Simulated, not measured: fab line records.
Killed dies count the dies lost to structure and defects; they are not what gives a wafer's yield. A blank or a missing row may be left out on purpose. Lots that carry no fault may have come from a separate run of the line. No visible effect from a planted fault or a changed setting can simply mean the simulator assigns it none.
fab line records / flow berkeleyCmos170
record: lots: 5 wafers: 15 lastDay: 11
route steps=331 shown ZERO@6 NWELL@14
lots that met no fault: from a run of the same line without faults
startH: hours from the record's first day to the start of the lot's first wafer shown / waitH: hours since the lot's step before / " identical to the entry in the row above / L1.1+2: a row that stands for several wafers / - no value present, or no start provided / * or withheld: withheld / < > ~ a bound
route shown NAME@n: names a module that has steps shown in the file, with the first one's number in the route / usual: mean and standard deviation over wafers with no fault / same: alike in all rows / chamber/n: place in a boat / sites: per-site readings / _std_site: how widely they spread, as a standard deviation / _edge_site: the outer-site mean with the inner-site mean subtracted / radiusMm: for every site, how far away it sits from the centre of the wafer / mask NAME#n: copy n / behind: the last tool/chamber to shape the wafer / hold: the reason the lot was held/the length of the hold in hours/how it ended / device: the n, p or np transistor that did not switch / end of line: tests run on the same wafers once the route is complete / for a step that has no rows: nothing shown but its recipe / killed: count of dies lost to structure and defects at first sort (not the wafer's yield) / map: dies across one wafer; x = killed, . = not, _ = none there
set.NAME: the setting the step ran with; set.NAME@STEP: the setting that earlier step ran with / model.NAME: the simulator's own value behind a step, which no gauge read
lots seen at some steps along the route; tables by step, rows by wafer
services: from which hour (startH, from the record's first day; less than 0 if before it) a tool's chamber was out of use, for how many hours, and why
== steps ==
step: UCB170_ZERO_HMDS_00
recipe: primeTimeS: 60 primeTempC: 100
step: UCB170_ZERO_COAT_01
recipe: resist: KrF spinRpm: 1500 resistThkNm: 900
step: UCB170_ZERO_SOFTBAKE_02
recipe: resist: KrF tempC: 130 timeS: 60
step: UCB170_ZERO_EXPOSE_03
recipe: maskId: PM_MARKS na: 0.5 sigmaOuter: 0.6 sourceShape: conventional targetCdNm: 4000 doseMj: 30
step: UCB170_ZERO_PEB_04
recipe: pebTempC: 130 pebTimeS: withheld resist: KrF
step: UCB170_ZERO_DEVELOP_05
recipe: developer: TMAH developTimeS: 45 resist: KrF devTempC: 21
step: UCB170_ZERO_ETCH_06
recipe: chemistry: CHF3/CF4/Ar target: SiO2 timeS: 12 pressureMtorr: 100 rfW: 500 CHF3_flow_sccm: 50 cf4FlowSccm: 10 Ar_flow_sccm: 120 overEtchFrac: 1.58
usual: drypumpMotorCurrentA: 5.8/0.51 oesProductAu: 0.621/0.01 throttleValvePct: 9.20/0.089
same: overEtchFrac: 1.58
lot.wafer=L614.2 tool=rieDiel-04 chamber=3 startH=84.39 waitH=- drypumpMotorCurrentA=6.0 oesProductAu=0.614 rfHoursCounterH=82 throttleValvePct=9.16
lot.wafer=L614.3 tool=rieDiel-04 chamber=1 startH=84.39 waitH=- drypumpMotorCurrentA=5.0 oesProductAu=0.620 rfHoursCounterH=160 throttleValvePct=9.10
lot.wafer=L614.4 tool=rieDiel-04 chamber=0 startH=84.39 waitH=- drypumpMotorCurrentA=5.7 oesProductAu=0.622 rfHoursCounterH=- throttleValvePct=9.31
lot.wafer=L616.2 tool=rieDiel-04 chamber=0 startH=96.75 waitH=- drypumpMotorCurrentA=5.7 oesProductAu=0.627 rfHoursCounterH=12 throttleValvePct=9.32
lot.wafer=L616.4 tool=rieDiel-04 chamber=1 startH=96.75 waitH=- drypumpMotorCurrentA=5.0 oesProductAu=0.615 rfHoursCounterH=160 throttleValvePct=9.12
lot.wafer=L616.5 tool=rieDiel-04 chamber=3 startH=96.75 waitH=- drypumpMotorCurrentA=6.0 oesProductAu=0.607 rfHoursCounterH=- throttleValvePct=9.18
lot.wafer=L617.1 tool=rieDiel-04 chamber=1 startH=101.30 waitH=- drypumpMotorCurrentA=4.9 oesProductAu=0.619 rfHoursCounterH=160 throttleValvePct=9.12
lot.wafer=L617.2 tool=rieDiel-04 chamber=3 startH=101.30 waitH=- drypumpMotorCurrentA=6.0 oesProductAu=0.605 rfHoursCounterH=83 throttleValvePct=9.15
lot.wafer=L617.6 tool=rieDiel-04 chamber=2 startH=101.30 waitH=- drypumpMotorCurrentA=5.4 oesProductAu=0.636 rfHoursCounterH=- throttleValvePct=9.02
lot.wafer=L619.2 tool=rieDiel-03 chamber=1 startH=112.37 waitH=- drypumpMotorCurrentA=6.0 oesProductAu=0.615 rfHoursCounterH=7 throttleValvePct=9.26
lot.wafer=L619.4 tool=rieDiel-03 chamber=3 startH=112.37 waitH=- drypumpMotorCurrentA=6.1 oesProductAu=0.635 rfHoursCounterH=28 throttleValvePct=9.23
lot.wafer=L619.6 tool=rieDiel-03 chamber=0 startH=112.37 waitH=- drypumpMotorCurrentA=6.4 oesProductAu=0.615 rfHoursCounterH=- throttleValvePct=9.30
lot.wafer=L622.2 tool=rieDiel-02 chamber=1 startH=124.48 waitH=- drypumpMotorCurrentA=5.0 oesProductAu=0.630 rfHoursCounterH=3 throttleValvePct=9.33
lot.wafer=L622.5 tool=rieDiel-02 chamber=2 startH=124.48 waitH=- drypumpMotorCurrentA=4.7 oesProductAu=0.618 rfHoursCounterH=- throttleValvePct=9.20
lot.wafer=L622.6 tool=rieDiel-02 chamber=3 startH=124.48 waitH=- drypumpMotorCurrentA=5.6 oesProductAu=0.620 rfHoursCounterH=- throttleValvePct=9.20
step: UCB170_ZERO_STRIP_07
recipe: chemistry: O2 powerW: 400 pressureMtorr: 3500 platenTempC: withheld o2FlowSccm: 400 overashFraction: 0.5
usual: drypumpMotorCurrentA: 5.8/0.43 oesProductAu: 0.728/0.0043 stripTimeToEndpointS: 21.47/0.071
lot.wafer=L614.2 tool=plasmaAsher-03 chamber=1 startH=84.41 waitH=0.0 drypumpMotorCurrentA=5.5 oesProductAu=0.717 rfHoursCounterH=29 stripTimeToEndpointS=21.54
lot.wafer=L614.3 tool=plasmaAsher-03 chamber=1 startH=84.41 waitH=0.0 drypumpMotorCurrentA=5.5 oesProductAu=0.729 rfHoursCounterH=- stripTimeToEndpointS=21.47
lot.wafer=L614.4 tool=plasmaAsher-03 chamber=0 startH=84.41 waitH=0.0 drypumpMotorCurrentA=6.2 oesProductAu=0.723 rfHoursCounterH=- stripTimeToEndpointS=21.49
lot.wafer=L616.2 tool=plasmaAsher-03 chamber=1 startH=96.77 waitH=0.0 drypumpMotorCurrentA=5.5 oesProductAu=0.726 rfHoursCounterH=30 stripTimeToEndpointS=21.57
lot.wafer=L616.4 tool=plasmaAsher-03 chamber=1 startH=96.77 waitH=0.0 drypumpMotorCurrentA=5.5 oesProductAu=0.729 rfHoursCounterH=- stripTimeToEndpointS=21.52
lot.wafer=L616.5 tool=plasmaAsher-03 chamber=0 startH=96.77 waitH=0.0 drypumpMotorCurrentA=6.2 oesProductAu=0.728 rfHoursCounterH=- stripTimeToEndpointS=21.53
lot.wafer=L617.1 tool=plasmaAsher-04 chamber=1 startH=101.33 waitH=0.0 drypumpMotorCurrentA=5.8 oesProductAu=0.720 rfHoursCounterH=41 stripTimeToEndpointS=21.41
lot.wafer=L617.2 tool=plasmaAsher-04 chamber=0 startH=101.33 waitH=0.0 drypumpMotorCurrentA=6.2 oesProductAu=0.735 rfHoursCounterH=41 stripTimeToEndpointS=21.42
lot.wafer=L617.6 tool=plasmaAsher-04 chamber=0 startH=101.33 waitH=0.0 drypumpMotorCurrentA=6.2 oesProductAu=0.724 rfHoursCounterH=- stripTimeToEndpointS=21.46
lot.wafer=L619.2 tool=plasmaAsher-03 chamber=1 startH=112.39 waitH=0.0 drypumpMotorCurrentA=5.5 oesProductAu=0.726 rfHoursCounterH=32 stripTimeToEndpointS=21.51
lot.wafer=L619.4 tool=plasmaAsher-03 chamber=0 startH=112.39 waitH=0.0 drypumpMotorCurrentA=6.2 oesProductAu=0.738 rfHoursCounterH=- stripTimeToEndpointS=21.41
lot.wafer=L619.6 tool=plasmaAsher-03 chamber=0 startH=112.39 waitH=0.0 drypumpMotorCurrentA=6.1 oesProductAu=0.720 rfHoursCounterH=- stripTimeToEndpointS=21.50
lot.wafer=L622.2 tool=plasmaAsher-02 chamber=0 startH=124.51 waitH=0.0 drypumpMotorCurrentA=4.9 oesProductAu=0.726 rfHoursCounterH=38 stripTimeToEndpointS=21.52
lot.wafer=L622.5 tool=plasmaAsher-02 chamber=0 startH=124.51 waitH=0.0 drypumpMotorCurrentA=4.9 oesProductAu=0.734 rfHoursCounterH=- stripTimeToEndpointS=21.46
lot.wafer=L622.6 tool=plasmaAsher-02 chamber=1 startH=124.51 waitH=0.0 drypumpMotorCurrentA=5.1 oesProductAu=0.731 rfHoursCounterH=- stripTimeToEndpointS=21.51
step: UCB170_NWELL_WET_ETCH_00
recipe: chemistry: dHF dilution: 25:1 target: SiO2 tempC: 25 timeS: 200
step: UCB170_NWELL_OXIDATION_01
recipe: tempC: 1000 ambient: O2 targetThkA: 264 oxTimeS: 1260
step: UCB170_NWELL_THK_MEAS_02
recipe: reads: SiO2_of_NWELL_OXIDATION_01
usual: NWELL_OXIDE_THK: 26.4/0.61
lot.wafer=L614.2 tool=filmMetro-03 chamber=- startH=88.65 waitH=0.0 NWELL_OXIDE_THK[nm]=26.5
lot.wafer=L614.3 tool=filmMetro-03 chamber=- startH=88.65 waitH=0.0 NWELL_OXIDE_THK[nm]=26.7
lot.wafer=L614.4 tool=filmMetro-03 chamber=- startH=88.65 waitH=0.0 NWELL_OXIDE_THK[nm]=27.1
lot.wafer=L616.2 tool=filmMetro-02 chamber=- startH=102.46 waitH=0.0 NWELL_OXIDE_THK[nm]=26.1
lot.wafer=L616.4 tool=filmMetro-02 chamber=- startH=102.46 waitH=0.0 NWELL_OXIDE_THK[nm]=26.4
lot.wafer=L616.5 tool=filmMetro-02 chamber=- startH=102.46 waitH=0.0 NWELL_OXIDE_THK[nm]=26.2
lot.wafer=L617.1 tool=filmMetro-01 chamber=- startH=106.40 waitH=0.0 NWELL_OXIDE_THK[nm]=26.0
lot.wafer=L617.2 tool=filmMetro-01 chamber=- startH=106.40 waitH=0.0 NWELL_OXIDE_THK[nm]=26.9
lot.wafer=L617.6 tool=filmMetro-01 chamber=- startH=106.40 waitH=0.0 NWELL_OXIDE_THK[nm]=26.7
lot.wafer=L619.2 tool=filmMetro-01 chamber=- startH=118.40 waitH=0.0 NWELL_OXIDE_THK[nm]=26.4
lot.wafer=L619.4 tool=filmMetro-01 chamber=- startH=118.40 waitH=0.0 NWELL_OXIDE_THK[nm]=26.4
lot.wafer=L619.6 tool=filmMetro-01 chamber=- startH=118.40 waitH=0.0 NWELL_OXIDE_THK[nm]=26.8
lot.wafer=L622.2 tool=filmMetro-03 chamber=- startH=129.08 waitH=0.0 NWELL_OXIDE_THK[nm]=26.8
lot.wafer=L622.5 tool=filmMetro-03 chamber=- startH=129.08 waitH=0.0 NWELL_OXIDE_THK[nm]=26.8
lot.wafer=L622.6 tool=filmMetro-03 chamber=- startH=129.08 waitH=0.0 NWELL_OXIDE_THK[nm]=26.8
step: UCB170_NWELL_ANNEAL_03
recipe: tempC: 1000 timeS: 900 ambient: N2
step: UCB170_NWELL_CVD_04
recipe: material: Si3N4 targetThkNm: 224 tempC: 800 precursor: SiH2Cl2/NH3 timeS: 3360 pressureMtorr: 200 sih2cl2FlowSccm: 25 nh3FlowSccm: 76.42
usual: sih2cl2FlowSccm: 24.99/0.065 zonePowerCentrePct: 37.9/2
lot.wafer=L614.2 tool=lpcvd-01 chamber=1 startH=95.45 waitH=0.0 sih2cl2FlowSccm=37.36 zonePowerCentrePct=35.7 model.Si3N4_of_NWELL_CVD_04.thkNm=254.5
lot.wafer=L614.3 tool=lpcvd-01 chamber=1 startH=95.45 waitH=0.0 sih2cl2FlowSccm=37.37 zonePowerCentrePct=36.3 model.Si3N4_of_NWELL_CVD_04.thkNm=255.4
lot.wafer=L614.4 tool=lpcvd-01 chamber=1 startH=95.45 waitH=0.0 sih2cl2FlowSccm=37.34 zonePowerCentrePct=36.3 model.Si3N4_of_NWELL_CVD_04.thkNm=255.5
lot.wafer=L616.2 tool=lpcvd-01 chamber=0 startH=107.65 waitH=0.0 sih2cl2FlowSccm=24.99 zonePowerCentrePct=34.3 model.Si3N4_of_NWELL_CVD_04.thkNm=225.6
lot.wafer=L616.4 tool=lpcvd-01 chamber=0 startH=107.65 waitH=0.0 sih2cl2FlowSccm=25.01 zonePowerCentrePct=34.9 model.Si3N4_of_NWELL_CVD_04.thkNm=224.3
lot.wafer=L616.5 tool=lpcvd-01 chamber=0 startH=107.65 waitH=0.0 sih2cl2FlowSccm=25.07 zonePowerCentrePct=34.8 model.Si3N4_of_NWELL_CVD_04.thkNm=223.6
lot.wafer=L617.1 tool=lpcvd-02 chamber=1 startH=113.74 waitH=2.0 sih2cl2FlowSccm=24.95 zonePowerCentrePct=37.5 model.Si3N4_of_NWELL_CVD_04.thkNm=226.6
lot.wafer=L617.2 tool=lpcvd-02 chamber=1 startH=113.74 waitH=2.0 sih2cl2FlowSccm=25.01 zonePowerCentrePct=37.4 model.Si3N4_of_NWELL_CVD_04.thkNm=226.3
lot.wafer=L617.6 tool=lpcvd-02 chamber=1 startH=113.74 waitH=2.0 sih2cl2FlowSccm=24.94 zonePowerCentrePct=37.3 model.Si3N4_of_NWELL_CVD_04.thkNm=226.6
lot.wafer=L619.2 tool=lpcvd-02 chamber=1 startH=122.72 waitH=0.0 sih2cl2FlowSccm=24.89 zonePowerCentrePct=37.1 model.Si3N4_of_NWELL_CVD_04.thkNm=223.8
lot.wafer=L619.4 tool=lpcvd-02 chamber=1 startH=122.72 waitH=0.0 sih2cl2FlowSccm=25.04 zonePowerCentrePct=37.2 model.Si3N4_of_NWELL_CVD_04.thkNm=226.1
lot.wafer=L619.6 tool=lpcvd-02 chamber=1 startH=122.72 waitH=0.0 sih2cl2FlowSccm=24.90 zonePowerCentrePct=37.4 model.Si3N4_of_NWELL_CVD_04.thkNm=226.3
lot.wafer=L622.2 tool=lpcvd-02 chamber=0 startH=133.82 waitH=0.0 sih2cl2FlowSccm=24.95 zonePowerCentrePct=40.2 model.Si3N4_of_NWELL_CVD_04.thkNm=229
lot.wafer=L622.5 tool=lpcvd-02 chamber=0 startH=133.82 waitH=0.0 sih2cl2FlowSccm=24.95 zonePowerCentrePct=40.3 model.Si3N4_of_NWELL_CVD_04.thkNm=228.8
lot.wafer=L622.6 tool=lpcvd-02 chamber=0 startH=133.82 waitH=0.0 sih2cl2FlowSccm=25.01 zonePowerCentrePct=40.3 model.Si3N4_of_NWELL_CVD_04.thkNm=227.9
step: UCB170_NWELL_THK_MEAS_05
recipe: reads: Si3N4_of_NWELL_CVD_04
usual: NWELL_NITRIDE_THK: 227.0/2
lot.wafer=L614.2 tool=filmMetro-02 chamber=- startH=97.39 waitH=0.0 NWELL_NITRIDE_THK[nm]=254.5
lot.wafer=L614.3 tool=filmMetro-02 chamber=- startH=97.39 waitH=0.0 NWELL_NITRIDE_THK[nm]=255.2
lot.wafer=L614.4 tool=filmMetro-02 chamber=- startH=97.39 waitH=0.0 NWELL_NITRIDE_THK[nm]=255.4
lot.wafer=L616.2 tool=filmMetro-01 chamber=- startH=110.65 waitH=0.1 NWELL_NITRIDE_THK[nm]=225.9
lot.wafer=L616.4 tool=filmMetro-01 chamber=- startH=110.65 waitH=0.1 NWELL_NITRIDE_THK[nm]=224.1
lot.wafer=L616.5 tool=filmMetro-01 chamber=- startH=110.65 waitH=0.1 NWELL_NITRIDE_THK[nm]=223.5
lot.wafer=L617.1 tool=filmMetro-01 chamber=- startH=116.64 waitH=0.0 NWELL_NITRIDE_THK[nm]=226.3
lot.wafer=L617.2 tool=filmMetro-01 chamber=- startH=116.64 waitH=0.0 NWELL_NITRIDE_THK[nm]=226.4
lot.wafer=L617.6 tool=filmMetro-01 chamber=- startH=116.64 waitH=0.0 NWELL_NITRIDE_THK[nm]=226.6
lot.wafer=L619.2 tool=filmMetro-01 chamber=- startH=124.66 waitH=0.0 NWELL_NITRIDE_THK[nm]=223.8
lot.wafer=L619.4 tool=filmMetro-01 chamber=- startH=124.66 waitH=0.0 NWELL_NITRIDE_THK[nm]=226.2
lot.wafer=L619.6 tool=filmMetro-01 chamber=- startH=124.66 waitH=0.0 NWELL_NITRIDE_THK[nm]=226.2
lot.wafer=L622.2 tool=filmMetro-03 chamber=- startH=135.82 waitH=0.1 NWELL_NITRIDE_THK[nm]=229.1
lot.wafer=L622.5 tool=filmMetro-03 chamber=- startH=135.82 waitH=0.1 NWELL_NITRIDE_THK[nm]=228.9
lot.wafer=L622.6 tool=filmMetro-03 chamber=- startH=135.82 waitH=0.1 NWELL_NITRIDE_THK[nm]=227.9
step: UCB170_NWELL_HMDS_06
recipe: primeTimeS: 60 primeTempC: 100
step: UCB170_NWELL_COAT_07
recipe: resist: KrF spinRpm: 1500 resistThkNm: 900
step: UCB170_NWELL_SOFTBAKE_08
recipe: resist: KrF tempC: 130 timeS: 60
step: UCB170_NWELL_EXPOSE_09
recipe: maskId: NWELL targetCdNm: 3000 na: 0.5 sigmaOuter: 0.6 sourceShape: conventional doseMj: 25
step: UCB170_NWELL_PEB_10
recipe: pebTempC: 130 pebTimeS: withheld resist: KrF
step: UCB170_NWELL_DEVELOP_11
recipe: developer: TMAH developTimeS: 45 resist: KrF devTempC: 21
step: UCB170_NWELL_OVL_MEAS_12
usual: NWELL_OVL: 1/5
lot.wafer=L614.2 tool=overlay-02 chamber=- startH=98.44 waitH=- NWELL_OVL[nm]=6
lot.wafer=L614.3 tool=overlay-02 chamber=- startH=98.44 waitH=- NWELL_OVL[nm]=10
lot.wafer=L614.4 tool=overlay-02 chamber=- startH=98.44 waitH=- NWELL_OVL[nm]=4
lot.wafer=L616.2 tool=overlay-02 chamber=- startH=111.55 waitH=- NWELL_OVL[nm]=-1
lot.wafer=L616.4 tool=overlay-02 chamber=- startH=111.55 waitH=- NWELL_OVL[nm]=-3
lot.wafer=L616.5 tool=overlay-02 chamber=- startH=111.55 waitH=- NWELL_OVL[nm]=-7
lot.wafer=L617.1 tool=overlay-02 chamber=- startH=117.68 waitH=- NWELL_OVL[nm]=-3
lot.wafer=L617.2 tool=overlay-02 chamber=- startH=117.68 waitH=- NWELL_OVL[nm]=4
lot.wafer=L617.6 tool=overlay-02 chamber=- startH=117.68 waitH=- NWELL_OVL[nm]=0
lot.wafer=L619.2 tool=overlay-01 chamber=- startH=125.81 waitH=- NWELL_OVL[nm]=4
lot.wafer=L619.4 tool=overlay-01 chamber=- startH=125.81 waitH=- NWELL_OVL[nm]=0
lot.wafer=L619.6 tool=overlay-01 chamber=- startH=125.81 waitH=- NWELL_OVL[nm]=1
lot.wafer=L622.2 tool=overlay-01 chamber=- startH=136.90 waitH=- NWELL_OVL[nm]=3
lot.wafer=L622.5 tool=overlay-01 chamber=- startH=136.90 waitH=- NWELL_OVL[nm]=6
lot.wafer=L622.6 tool=overlay-01 chamber=- startH=136.90 waitH=- NWELL_OVL[nm]=2
step: UCB170_NWELL_ETCH_13
recipe: chemistry: CH3F/Ar/O2 target: Si3N4 stopOn: SiO2 CH3F_flow_sccm: 20 Ar_flow_sccm: 50 O2_flow_sccm: 7 pressureMtorr: 50 rfW: 450 targetDepthA: 2464 overEtchFrac: 0.1 timeS: 154
usual: drypumpMotorCurrentA: 5.7/0.61 oesProductAu: 0.953/0.016 throttleValvePct: 8.08/0.067
same: overEtchFrac: 0.1
lot.wafer=L614.2 tool=rieDiel-02 chamber=0 startH=98.47 waitH=0.0 drypumpMotorCurrentA=5.3 oesProductAu=0.959 rfHoursCounterH=104 throttleValvePct=8.02 model.etch.depthNm=239.4
lot.wafer=L614.3 tool=rieDiel-02 chamber=2 startH=98.47 waitH=0.0 drypumpMotorCurrentA=4.8 oesProductAu=0.972 rfHoursCounterH=19 throttleValvePct=8.03 model.etch.depthNm=236.4
lot.wafer=L614.4 tool=rieDiel-02 chamber=1 startH=98.47 waitH=0.0 drypumpMotorCurrentA=5.0 oesProductAu=1.031 rfHoursCounterH=2 throttleValvePct=8.13 model.etch.depthNm=251.2
lot.wafer=L616.2 tool=rieDiel-02 chamber=0 startH=111.58 waitH=0.0 drypumpMotorCurrentA=5.3 oesProductAu=0.929 rfHoursCounterH=105 throttleValvePct=8.02 model.etch.depthNm=225.6
lot.wafer=L616.4 tool=rieDiel-02 chamber=1 startH=111.58 waitH=0.0 drypumpMotorCurrentA=5.0 oesProductAu=0.967 rfHoursCounterH=3 throttleValvePct=8.12 model.etch.depthNm=224.3
lot.wafer=L616.5 tool=rieDiel-02 chamber=1 startH=111.58 waitH=0.0 drypumpMotorCurrentA=5.0 oesProductAu=0.963 rfHoursCounterH=- throttleValvePct=8.11 model.etch.depthNm=223.6
lot.wafer=L617.1 tool=rieDiel-02 chamber=1 startH=117.72 waitH=0.0 drypumpMotorCurrentA=5.0 oesProductAu=0.966 rfHoursCounterH=3 throttleValvePct=8.13 model.etch.depthNm=226.6
lot.wafer=L617.2 tool=rieDiel-02 chamber=3 startH=117.72 waitH=0.0 drypumpMotorCurrentA=5.6 oesProductAu=0.963 rfHoursCounterH=149 throttleValvePct=7.99 model.etch.depthNm=226.3
lot.wafer=L617.6 tool=rieDiel-02 chamber=1 startH=117.72 waitH=0.0 drypumpMotorCurrentA=5.0 oesProductAu=0.968 rfHoursCounterH=- throttleValvePct=8.13 model.etch.depthNm=226.6
lot.wafer=L619.2 tool=rieDiel-02 chamber=3 startH=125.84 waitH=0.0 drypumpMotorCurrentA=5.6 oesProductAu=0.955 rfHoursCounterH=150 throttleValvePct=8.00 model.etch.depthNm=223.8
lot.wafer=L619.4 tool=rieDiel-02 chamber=1 startH=125.84 waitH=0.0 drypumpMotorCurrentA=5.0 oesProductAu=0.964 rfHoursCounterH=3 throttleValvePct=8.11 model.etch.depthNm=226.1
lot.wafer=L619.6 tool=rieDiel-02 chamber=3 startH=125.84 waitH=0.0 drypumpMotorCurrentA=5.6 oesProductAu=0.962 rfHoursCounterH=- throttleValvePct=7.99 model.etch.depthNm=226.3
lot.wafer=L622.2 tool=rieDiel-01 chamber=1 startH=136.93 waitH=0.0 drypumpMotorCurrentA=5.6 oesProductAu=0.963 rfHoursCounterH=90 throttleValvePct=8.22 model.etch.depthNm=229
lot.wafer=L622.5 tool=rieDiel-01 chamber=1 startH=136.93 waitH=0.0 drypumpMotorCurrentA=5.6 oesProductAu=0.955 rfHoursCounterH=- throttleValvePct=8.21 model.etch.depthNm=228.8
lot.wafer=L622.6 tool=rieDiel-01 chamber=0 startH=136.93 waitH=0.0 drypumpMotorCurrentA=6.0 oesProductAu=0.933 rfHoursCounterH=- throttleValvePct=8.09 model.etch.depthNm=227.9
step: UCB170_NWELL_IMPLANT_14
recipe: species: P doseCm2: 1e+13 energyKev: 148.3 tiltDeg: 7
== services ==
tool=rieDiel-04 chamber=1 startH=62.70 hours=11.3 kind=repair
tool=rieDiel-04 chamber=2 startH=74.40 hours=12.1 kind=repair
tool=plasmaAsher-03 chamber=- startH=76.41 hours=7.7 kind=pm
tool=rieDiel-01 chamber=0 startH=77.24 hours=- kind=clean
tool=rieDiel-01 chamber=0 startH=77.24 hours=18.1 kind=scheduledDown
tool=rieDiel-01 chamber=0 startH=77.24 hours=18.1 kind=ventCycle
tool=rieDiel-02 chamber=3 startH=80.45 hours=3.7 kind=repair
tool=rieDiel-03 chamber=2 startH=84.03 hours=2.3 kind=repair
tool=rieDiel-01 chamber=0 startH=100.37 hours=7.4 kind=repair
tool=plasmaAsher-04 chamber=- startH=108.84 hours=9.0 kind=pm
tool=plasmaAsher-04 chamber=0 startH=108.84 hours=9.0 kind=ventCycle
tool=plasmaAsher-04 chamber=1 startH=108.84 hours=9.0 kind=ventCycle
tool=plasmaAsher-04 chamber=0 startH=117.84 hours=- kind=clean
tool=plasmaAsher-04 chamber=1 startH=117.84 hours=- kind=clean
tool=rieDiel-04 chamber=3 startH=120.45 hours=9.8 kind=repair
tool=rieDiel-01 chamber=- startH=123.72 hours=0.3 kind=repair
tool=plasmaAsher-03 chamber=- startH=125.59 hours=0.5 kind=repair
tool=rieDiel-04 chamber=1 startH=130.21 hours=- kind=clean
tool=rieDiel-04 chamber=1 startH=130.21 hours=21.7 kind=scheduledDown
tool=rieDiel-04 chamber=1 startH=130.21 hours=21.7 kind=ventCycle
== key ==
firstSign: step: UCB170_NWELL_CVD_04 reading: sih2cl2FlowSccm direction: up sigmas: 99+ usual: 24.99 struck: 37.36
effect: step: UCB170_NWELL_THK_MEAS_05 reading: NWELL_NITRIDE_THK direction: up sigmas: 14 usual: 227.0 struck: 255.0
modelEffect: step: UCB170_NWELL_CVD_04 value: Si3N4_of_NWELL_CVD_04.thkNm without: 227.1 struck: 255.1
modelEffect: step: UCB170_NWELL_ETCH_13 value: etch.depthNm without: 227.1 struck: 242.4
metAt UCB170_NWELL_CVD_04
struckWafers L614.2,L614.3,L614.4
laterRowsLeftOut L614.2,L614.4
sortLeftOut L614.2,L614.3,L614.4
testerLeftOut L614
fault: kind: processParameterDrift tool: lpcvd-01 chamber: 1 onsetH: 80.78 steps: UCB170_NWELL_CVD_04 channel: sih2cl2FlowSccm offset: 12.5 shape: step endH: 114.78 actsIn: theseRecipesOnly stated: 25
testerLeftOut: of these lots the tester's yield and bins aren't shown, on N5 and GAA mostly nor the transistor test; their killed dies are dies lost to structure and defects alone, not to doping, threshold or leakage, so they don't give the yield
sortLeftOut: the simulated sort isn't trusted on such a fault, so these wafers' sort isn't shown, and their yield isn't known
laterRowsLeftOut: the simulator's readings of these wafers behind a module that went badly wrong aren't trusted and aren't shown, but for the sort
